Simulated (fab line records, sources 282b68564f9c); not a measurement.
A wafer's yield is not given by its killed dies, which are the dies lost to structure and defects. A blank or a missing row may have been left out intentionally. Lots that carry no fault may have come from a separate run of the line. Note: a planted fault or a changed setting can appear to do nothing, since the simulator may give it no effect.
The same fault as seen by 2 desks -- flow rit_cmos -- each desk holds nothing but its own numbers, with what lay behind them at the end

== FROM THE METROLOGY DESK ==
What the gauges read for every lot (on any tool): the sampled wafers with a number, averaged. Marked OUT: a lot whose mean sits more than 4 standard deviations from the usual mean, which makes it out of limits; the brackets give that distance.
Columns: A = PLDD_TW at RIT_PLDD_TW_MEAS_10, usual 2312
lot,first seen here,A
L640,day 3 02:08,2310
L641,day 3 08:06,2300
L643,day 3 15:56,2304
L645,day 4 03:26,2325
L647,day 4 13:29,2306
L648,day 4 16:45,2331
L650,day 5 04:13,2315
L651,day 5 07:49,2315
L652,day 5 15:13,2332
L653,day 5 18:01,2320
L654,day 6 01:42,2296
L656,day 6 09:44,2309
L659,day 7 01:28,2341
L661,day 7 14:14,2303
Result from this desk: across the 14 lots, nothing is out of limits.

== THE TOOL OWNER'S DESK: rie_si-01 ==
The tool's own readings at RIT_GATE_ETCH_19 (etches poly-Si in SF6/CHF3/O2, stops on SiO2, time 165 s, target depth 312.5 nm): means of the sampled wafers that have a number, for each lot that ran on this tool. Marked OUT: a lot whose mean sits more than 4 standard deviations from the usual mean, which makes it out of limits; the brackets give that distance.
Columns: A = CHF3_flow_sccm at RIT_GATE_ETCH_19, usual 30.00 sccm; B = drypump_motor_current_A at RIT_GATE_ETCH_19, usual 6.2 A; C = oes_product_au at RIT_GATE_ETCH_19, usual 0.847 a.u.; D = throttle_valve_pct at RIT_GATE_ETCH_19, usual 10.22 %
lot,first seen here,A,B,C,D
L640,day 2 19:44,30.00,6.5,0.838,10.16
L648,day 4 10:15,30.00,6.0,0.837,10.10
L650,day 4 21:29,30.04,6.0,0.849,9.97
L652,day 5 09:02,29.92,6.1,0.850,10.10
L654,day 5 19:17,29.91,6.0,0.969 (+7.6) OUT,9.98
L656,day 6 03:28,29.98,6.0,0.968 (+7.5) OUT,10.10
This desk finds L654, L656 out of limits, L654 being first, at day 5 19:17 (oes_product_au at RIT_GATE_ETCH_19). L640, L648, L650, L652 stayed within limits.

== BROUGHT TOGETHER ==
On L654, L656, at day 5 19:17, an alarm was possible from the tool owner's desk.
From the metrology desk's view, nothing was out of limits.
The metrology desk holds a record of L654, L656, inside its limits.
RIT_GATE_ETCH_19 was run on rie_si-01 by each of the lots named.

== WHAT HAD BEEN PUT IN BY THE SIMULATOR ==
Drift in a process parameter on rie_si-01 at RIT_GATE_ETCH_19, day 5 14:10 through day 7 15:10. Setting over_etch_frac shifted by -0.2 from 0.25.
Shown lots that were struck: L654, L656.
Each desk's first reading out of limits, in hours after the fault started: the tool owner's desk, 5.
